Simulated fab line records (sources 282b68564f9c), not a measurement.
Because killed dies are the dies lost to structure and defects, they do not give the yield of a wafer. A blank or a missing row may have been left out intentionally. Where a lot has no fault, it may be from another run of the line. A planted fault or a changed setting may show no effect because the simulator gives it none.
A single fault, viewed from 2 desks ; flow rit_cmos ; only its own numbers are on each desk; what lay behind them is given at the end

## FROM THE METROLOGY DESK
What the gauges read for every lot (on any tool): the sampled wafers with a number, averaged. Any lot whose mean is over 4 standard deviations away from the usual mean is out of limits and marked OUT; that distance is given in the brackets.
Columns: A = FOX1_OXIDE_THK at RIT_FOX1_THK_MEAS_01, usual 348 nm
lot;first seen here;A
L808;day 1 18:35;340
L809;day 1 23:55;358
L810;day 2 03:52;351
L812;day 2 14:29;317 (-5.3) OUT
L820;day 4 08:02;349
L821;day 4 11:40;347
L823;day 4 22:12;346
L825;day 5 07:09;342
L826;day 5 12:22;342
L827;day 5 17:19;350
L828;day 5 22:34;350
L829;day 6 04:32;336
L831;day 6 13:32;356
Per this desk, out of limits: L812; the first was L812, day 2 14:29 (FOX1_OXIDE_THK at RIT_FOX1_THK_MEAS_01). L808, L809, L810, L820, L821, L823, L825, L826, L827, L828, L829, L831 stayed within limits.

## FOR THE TOOL OWNER'S DESK: furnace-04
The tool's own readings at RIT_FOX1_OXIDATION_00 (target thk 350.7 nm, ox time 1130 s): means of the sampled wafers that have a number, for each lot that ran on this tool. Any lot whose mean is over 4 standard deviations away from the usual mean is out of limits and marked OUT; that distance is given in the brackets.
Columns: A = zone_power_source_pct at RIT_FOX1_OXIDATION_00, usual 43 %
lot;first seen here;A
L808;day 1 17:15;38
L809;day 1 22:37;38
L810;day 2 02:34;38
L812;day 2 13:10;38
Finding of this desk: none of the 4 lots has anything out of limits.

## ALL TOGETHER
The metrology desk could have raised an alarm at day 2 14:29, on L812.
The desk of the tool owner found nothing out of limits.
Tool owner's desk: L812 on record, inside its limits.
The lots listed all ran RIT_FOX1_OXIDATION_00 on furnace-04.

## WHAT THE SIMULATOR HAD INSERTED
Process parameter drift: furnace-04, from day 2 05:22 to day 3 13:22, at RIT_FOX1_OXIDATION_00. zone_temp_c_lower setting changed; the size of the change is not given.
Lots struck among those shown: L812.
Delay in hours, fault start to first out-of-limits reading, per desk: metrology desk 9.
